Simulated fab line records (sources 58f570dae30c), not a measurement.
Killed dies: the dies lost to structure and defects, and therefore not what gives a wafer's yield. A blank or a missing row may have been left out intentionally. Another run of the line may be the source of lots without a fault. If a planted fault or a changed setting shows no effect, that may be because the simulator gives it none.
Which of the tools did it? + flow berkeley_cmos170 + 45 wafers from 15 lots sampled at 2 of the route's 331 steps

WHAT THE GAUGES SHOWED, per wafer
UCB170_NSD_TW_MEAS_10. Usual: NSD_TW 4202, standard deviation 28.
| lot  | measured     | on            | NSD_TW         | flag |
|------|--------------|---------------|----------------|------|
| L123 | day 8 05:23  | film_metro-02 | 4232 4229 4235 |      |
| L122 | day 8 05:23  | film_metro-03 | 4157 4181 4175 |      |
| L124 | day 8 18:29  | film_metro-04 | 4161 4181 4190 |      |
| L125 | day 8 19:13  | film_metro-04 | 4189 4189 4166 |      |
| L127 | day 9 09:55  | film_metro-03 | 4196 4175 4170 |      |
| L126 | day 9 10:29  | film_metro-04 | 4193 4197 4199 |      |
| L131 | day 9 21:05  | film_metro-03 | 269 275 273    | OFF  |
| L132 | day 9 21:29  | film_metro-02 | 298 286 280    | OFF  |
| L133 | day 10 18:59 | film_metro-02 | 273 275 265    | OFF  |
| L134 | day 10 19:13 | film_metro-04 | 4205 4200 4217 |      |
| L137 | day 11 13:58 | film_metro-04 | 4219 4214 4214 |      |
| L136 | day 11 14:15 | film_metro-04 | 4235 4218 4219 |      |
| L140 | day 11 21:03 | film_metro-04 | 4221 4205 4221 |      |
| L139 | day 11 21:28 | film_metro-04 | 4208 4210 4202 |      |
| L143 | day 12 04:56 | film_metro-02 | 4230 4206 4222 |      |

WHAT TOOL EACH LOT RAN ON (gives the tool, then ch and the chambers of the sampled wafers, and finally the start)
| lot  | UCB170_NSD_DEVELOP_05             |
|------|-----------------------------------|
| L123 | litho_track-03 ch 0, day 8 04:00  |
| L122 | litho_track-04 ch 0, day 8 04:00  |
| L124 | litho_track-02 ch 0, day 8 17:00  |
| L125 | litho_track-04 ch 0, day 8 18:00  |
| L127 | litho_track-04 ch 0, day 9 09:00  |
| L126 | litho_track-04 ch 0, day 9 09:00  |
| L131 | litho_track-02 ch 0, day 9 20:00  |
| L132 | litho_track-02 ch 0, day 9 20:00  |
| L133 | litho_track-02 ch 0, day 10 18:00 |
| L134 | litho_track-04 ch 0, day 10 18:00 |
| L137 | litho_track-04 ch 0, day 11 13:00 |
| L136 | litho_track-03 ch 0, day 11 13:00 |
| L140 | litho_track-04 ch 0, day 11 20:00 |
| L139 | litho_track-04 ch 0, day 11 20:00 |
| L143 | litho_track-03 ch 0, day 12 04:00 |
- UCB170_NSD_DEVELOP_05: develop time 45 s.

WHAT THE TOOLS THEMSELVES READ (means of the sampled wafers that have a number; where no wafer has one, the mark that the record gives instead)
The record holds no such reading with a usual standard deviation.

THE ANSWER, worked out from the rows above alone
Rule: lot off if the mean of its wafers having a number is beyond 3 standard deviations from the usual mean. A lot without any number at a reading at which 4 lots or more have one is off too. Where the step has rows for the other lots, those lots are counted as sound. Order of review: gauges by route order, followed by the tools' own readings, for which a lot's mean as printed above is used. At the first step where some lot is off, the reading lying furthest off is the one used; lots without a number count as furthest.
Off: L131, L132, L133, seen at UCB170_NSD_TW_MEAS_10 (NSD_TW).
A tool fits if, at a process step before that reading, it ran every lot that is off, and no sound lot after the first of them. The gauges at UCB170_NSD_TW_MEAS_10 are tried like those tools. One candidate fits, namely litho_track-02 at UCB170_NSD_DEVELOP_05. Its last sound lot is L124 (day 8 17:00), its first lot that is off L131 (day 9 20:00): a fault that began between those two fits.

WHAT THE SIMULATOR HAD PUT IN
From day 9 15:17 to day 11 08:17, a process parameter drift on litho_track-02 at UCB170_NSD_DEVELOP_05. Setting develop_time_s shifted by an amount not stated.
Lots struck among those shown: L131, L132, L133. Same finding as the rule above.
